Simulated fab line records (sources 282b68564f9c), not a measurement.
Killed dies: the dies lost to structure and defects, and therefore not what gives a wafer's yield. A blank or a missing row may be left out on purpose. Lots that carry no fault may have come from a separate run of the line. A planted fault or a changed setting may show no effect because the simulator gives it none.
Which tool did it?    flow rit_cmos    at 1 step of a route of 202, 7 lots with 21 wafers sampled

## WHAT THE GAUGES SHOWED, per wafer
RIT_ACTIVE_THK_MEAS_02.
lot   measured     on             ACTIVE_OXIDE_THK (nm)
L638  day 2 04:24  film_metro-03  47.5 47.2 46.7
L640  day 2 14:13  film_metro-02  47.0 46.9 46.7
L643  day 3 04:07  film_metro-01  45.4 44.9 45.9
L652  day 5 02:56  film_metro-02  46.9 46.8 47.2
L654  day 5 14:54  film_metro-01  46.0 46.5 46.0
L656  day 5 21:58  film_metro-02  45.5 45.5 46.6
L658  day 6 07:04  film_metro-03  45.8 45.9 46.0

## EACH LOT AND THE TOOL THAT RAN IT (in order: tool; ch and the chambers of the sampled wafers; start)
There is no process step in the record ahead of these readings.

## THE ANSWER, worked out from the rows above alone
Rule: the lots themselves supply what counts as usual. The widest of any qualifying gaps counts: lots, ordered by their means at a reading, are off when they make up no more than a third of the lots, leave a main group of 4 or more, and stand apart from it by 3 or more times the standard deviation of that group's means. A main group whose means are all the same, to the digits that the tables above print for the reading, isn't used. Also off: a lot with no number at a reading for which 4 or more lots have one. Where the step has rows for the other lots, those lots are counted as sound.
Across all readings shown, no lot is off: no conclusion can be drawn from this.

## WHAT WAS PUT IN BY THE SIMULATOR
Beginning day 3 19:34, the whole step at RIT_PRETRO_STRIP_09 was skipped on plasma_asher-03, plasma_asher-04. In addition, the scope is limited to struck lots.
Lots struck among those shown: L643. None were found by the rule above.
